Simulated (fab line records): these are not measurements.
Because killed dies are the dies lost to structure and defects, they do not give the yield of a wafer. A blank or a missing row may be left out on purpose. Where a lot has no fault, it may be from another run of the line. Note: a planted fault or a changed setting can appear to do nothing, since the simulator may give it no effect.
The tool behind it: which one? ; flow berkeley_cmos170 ; 39 wafers from 13 lots sampled at 3 of the route's 331 steps

== WHAT EACH GAUGE READ, for each wafer ==
UCB170_M1_OVL_MEAS_10.
lot;measured;on;M1_OVL (nm)
L471;day 8 01:28;overlay-02;-2 4 1
L472;day 8 10:53;overlay-01;4 8 11
L473;day 8 11:55;overlay-01;4 2 8
L474;day 9 03:17;overlay-02;-7 2 -4
L475;day 9 04:58;overlay-02;6 -2 3
L480;day 9 23:32;overlay-02;10 11 6
L478;day 10 00:01;overlay-02;10 10 -2
L484;day 11 01:54;overlay-02;12 11 15
L485;day 11 02:54;overlay-01;-3 5 8
L488;day 12 00:34;overlay-01;11 11 16
L493;day 13 08:17;overlay-02;7 12 9
L492;day 13 08:26;overlay-01;2 12 2
L494;day 13 12:34;overlay-01;2 13 5

UCB170_V2_BOW_MEAS_03.
lot;measured;on;V2_BOW (um)
L471;day 8 11:02;film_metro-03;26 29 25
L472;day 9 00:15;film_metro-01;34 37 35
L473;day 9 00:48;film_metro-01;39 34 37
L474;day 9 10:50;film_metro-01;34 40 31
L475;day 9 12:23;film_metro-01;46 38 36
L480;day 10 09:08;film_metro-04;37 42 51
L478;day 10 11:25;film_metro-03;23 38 39
L484;day 11 11:35;film_metro-04;41 26 29
L485;day 11 11:10;film_metro-03;36 44 41
L488;day 12 09:55;film_metro-01;36 33 45
L493;day 13 20:25;film_metro-03;49 44 30
L492;day 13 20:32;film_metro-01;30 41 23
L494;day 14 00:40;film_metro-01;36 22 29

UCB170_V2_OVL_MEAS_13.
lot;measured;on;V2_OVL (nm)
L471;day 8 12:35;overlay-01;1 5 1
L472;day 9 01:47;overlay-01;1 -1 -7
L473;day 9 02:53;overlay-02;-9 -3 -11
L474;day 9 12:45;overlay-02;4 9 4
L475;day 9 13:50;overlay-02;0 4 2
L480;day 10 10:58;overlay-01;2 -8 0
L478;day 10 13:05;overlay-01;-5 -1 2
L484;day 11 13:43;overlay-01;5 1 3
L485;day 11 13:26;overlay-02;1 -2 -1
L488;day 12 11:53;overlay-01;-2 4 -1
L493;day 13 22:28;overlay-01;-4 -3 -1
L492;day 13 22:35;overlay-02;8 -3 -1
L494;day 14 03:00;overlay-01;-4 -3 1

== TOOL THAT RAN EACH LOT (tool first, then ch and the chambers of the sampled wafers, then the start) ==
The record shows no process step preceding these readings.

== AS READ BY THE TOOLS THEMSELVES (means over the sampled wafers that have a number; for cases with no such wafer, the mark the record gives instead) ==
The record holds no such reading with a usual standard deviation.

== THE ANSWER, worked out from the rows above alone ==
Rule: what is usual is taken from the lots themselves. Put in order of their means at a reading, lots are off if they are a third of the lots or fewer, leave a main group of 4 or more, and stand apart from it by a gap of 3 or more times the standard deviation of the main group's means; of several such gaps the widest counts. A main group whose means are all the same, to the digits that the tables above print for the reading, isn't used. Also off: a lot with no number at a reading for which 4 or more lots have one. The other lots that the step has rows for count as sound. After the gauges, taken in route order, come the tools' own readings; for these a lot's mean is taken, as printed above. The first step at which some lot is off is used, and at that step the reading that is off furthest; a lot without a number counts as furthest.
None of the lots is off at any reading shown; this tells nothing.

== WHAT THE SIMULATOR PUT IN ==
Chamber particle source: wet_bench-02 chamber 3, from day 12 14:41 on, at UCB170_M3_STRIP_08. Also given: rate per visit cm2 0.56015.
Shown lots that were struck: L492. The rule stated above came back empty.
